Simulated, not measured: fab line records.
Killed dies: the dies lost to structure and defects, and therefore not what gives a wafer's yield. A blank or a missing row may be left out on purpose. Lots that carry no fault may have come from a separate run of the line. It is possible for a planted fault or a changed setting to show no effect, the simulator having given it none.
Split-lot experiment + flow berkeleyCmos170 + 23 wafers read across 5 lots, on a route 331 steps long

## SPLIT DETAILS
At UCB170_CONTACT_PEB_13, the setting pebTempC was moved away from the recipe's 130 C on 11 of the 23 wafers read, by -2.8% to +1.9%. All remaining wafers had this setting at the recipe value.

## FROM THE SPLIT TO THE READING: what the file shows between them, 5 steps
- UCB170_CONTACT_DEVELOP_14: develop time 45 s
- UCB170_CONTACT_CD_MEAS_15: target cd 700 nm
- UCB170_CONTACT_ETCH_17: etches BARC in N2/H2
- UCB170_CONTACT_ETCH_18: etches PSG in CHF3/CF4/Ar, stops on TiSi2, target depth 840 nm, time 195 s
- UCB170_CONTACT_STRIP_19: strips in O2

## THE READING
At UCB170_CONTACT_CD_MEAS_90: cdNm in nanometres, against a target cd of 700 nm. On this fab line, fault-free wafers typically give 699.7 nm with a standard deviation of 1.4 nm.

| wafer  | tool, chamber at the split | pebTempC as run, C | against the recipe | cdNm, nm | against lot-mates on the recipe |
|--------|----------------------------|--------------------|--------------------|----------|---------------------------------|
| L076.1 | lithoTrack-04, 0           | 126.4              | -2.8%              | 675.2    | -24.5                           |
| L076.2 | lithoTrack-04, 0           | 126.4              | -2.8%              | 674.2    | -25.5                           |
| L076.3 | lithoTrack-04, 0           | 130                | recipe             | 700.2    | -                               |
| L076.4 | lithoTrack-04, 0           | 126.4              | -2.8%              | 671.0    | -28.7                           |
| L076.5 | lithoTrack-04, 0           | 130                | recipe             | 699.1    | -                               |
| L078.1 | lithoTrack-01, 0           | 130                | recipe             | 699.3    | -                               |
| L078.4 | lithoTrack-01, 0           | 130                | recipe             | 701.6    | -                               |
| L078.6 | lithoTrack-01, 0           | 130                | recipe             | 700.2    | -                               |
| L081.1 | lithoTrack-04, 0           | 130                | recipe             | 700.4    | -                               |
| L081.2 | lithoTrack-04, 0           | 126.4              | -2.8%              | 672.0    | -28.0                           |
| L081.3 | lithoTrack-04, 0           | 126.4              | -2.8%              | 672.5    | -27.5                           |
| L081.5 | lithoTrack-04, 0           | 126.4              | -2.8%              | 671.9    | -28.1                           |
| L081.6 | lithoTrack-04, 0           | 130                | recipe             | 699.5    | -                               |
| L084.1 | lithoTrack-02, 0           | 132.5              | +1.9%              | 710.6    | +11.4                           |
| L084.2 | lithoTrack-02, 0           | 130                | recipe             | 698.5    | -                               |
| L084.3 | lithoTrack-02, 0           | 132.5              | +1.9%              | 713.9    | +14.7                           |
| L084.5 | lithoTrack-02, 0           | 130                | recipe             | 699.9    | -                               |
| L084.6 | lithoTrack-02, 0           | 132.5              | +1.9%              | 712.0    | +12.8                           |
| L085.2 | lithoTrack-01, 0           | 131.3              | +1.0%              | 709.8    | +9.5                            |
| L085.3 | lithoTrack-01, 0           | 130                | recipe             | 700.4    | -                               |
| L085.4 | lithoTrack-01, 0           | 131.3              | +1.0%              | 707.5    | +7.2                            |
| L085.5 | lithoTrack-01, 0           | 130                | recipe             | 701.6    | -                               |
| L085.6 | lithoTrack-01, 0           | 130                | recipe             | 698.8    | -                               |

THE FIT
A straight line over all 23 wafers: cdNm changes by +8.93 nm for each +1% of pebTempC; r = +0.99; the points scatter about the line by 2.2 nm.
The same after taking each lot's own level away (the mean of its wafers on the recipe; 23 wafers): +8.96 nm for each +1%; r = +0.99; scatter 2 nm.
On that fit, the largest move of pebTempC shifts the reading by 25 nm.
The span of the lots' own levels, 699.20 to 700.37 nm, comes to 0.8 times the standard deviation stated above.
Hence the lot-to-lot level has little effect on the slope; both slopes agree.
Check: for one of the wafers moved furthest among these (-2.8%), held out of the fit, the line's prediction against its lot-mates is -26.3 nm. Against them it came out at -24.5 nm.

## ADDITIONAL SPLITS CARRIED BY THESE WAFERS
Other splits were also applied to these wafers ahead of the reading. Each is held against what the fit with the lots' levels taken away leaves over:
| other split on the same wafers  | wafers away from the commonest value | r with cdNm (lot level and that fit taken away) |
|---------------------------------|--------------------------------------|-------------------------------------------------|
| UCB170_PLDD_COAT_01 resistThkNm | 5                                    | -0.19                                           |
| UCB170_NLDD_EXPOSE_03 doseMj    | 7                                    | -0.17                                           |
| UCB170_NLDD_PEB_04 pebTempC     | 5                                    | +0.27                                           |
| UCB170_NSD_PEB_04 pebTempC      | 9                                    | -0.12                                           |

## THE WHOLE CHAIN: every reading that the file lists as answering this split, in the file's order
| step                      | what it does                                                               | reading                                                       | change (the file's fit)              | r (the file's) |
|---------------------------|----------------------------------------------------------------------------|---------------------------------------------------------------|--------------------------------------|----------------|
| UCB170_CONTACT_CD_MEAS_15 | target cd 700 nm                                                           | cdNm                                                          | +9.2 nm for each +1% of the setting  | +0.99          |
| UCB170_CONTACT_ETCH_17    | etches BARC in N2/H2                                                       | CONTACT.cdNm (the simulator's own value, which no gauge read) | +9.03 nm for each +1% of the setting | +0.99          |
| UCB170_CONTACT_ETCH_18    | etches PSG in CHF3/CF4/Ar, stops on TiSi2, target depth 840 nm, time 195 s | CONTACT.cdNm (the simulator's own value, which no gauge read) | +9.11 nm for each +1% of the setting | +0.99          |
| UCB170_CONTACT_CD_MEAS_90 | target cd 700 nm                                                           | cdNm                                                          | +9.12 nm for each +1% of the setting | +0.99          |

## FILE'S OWN FIT
cdNm changes by +9.12 nm for each +1% of pebTempC, r = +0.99.
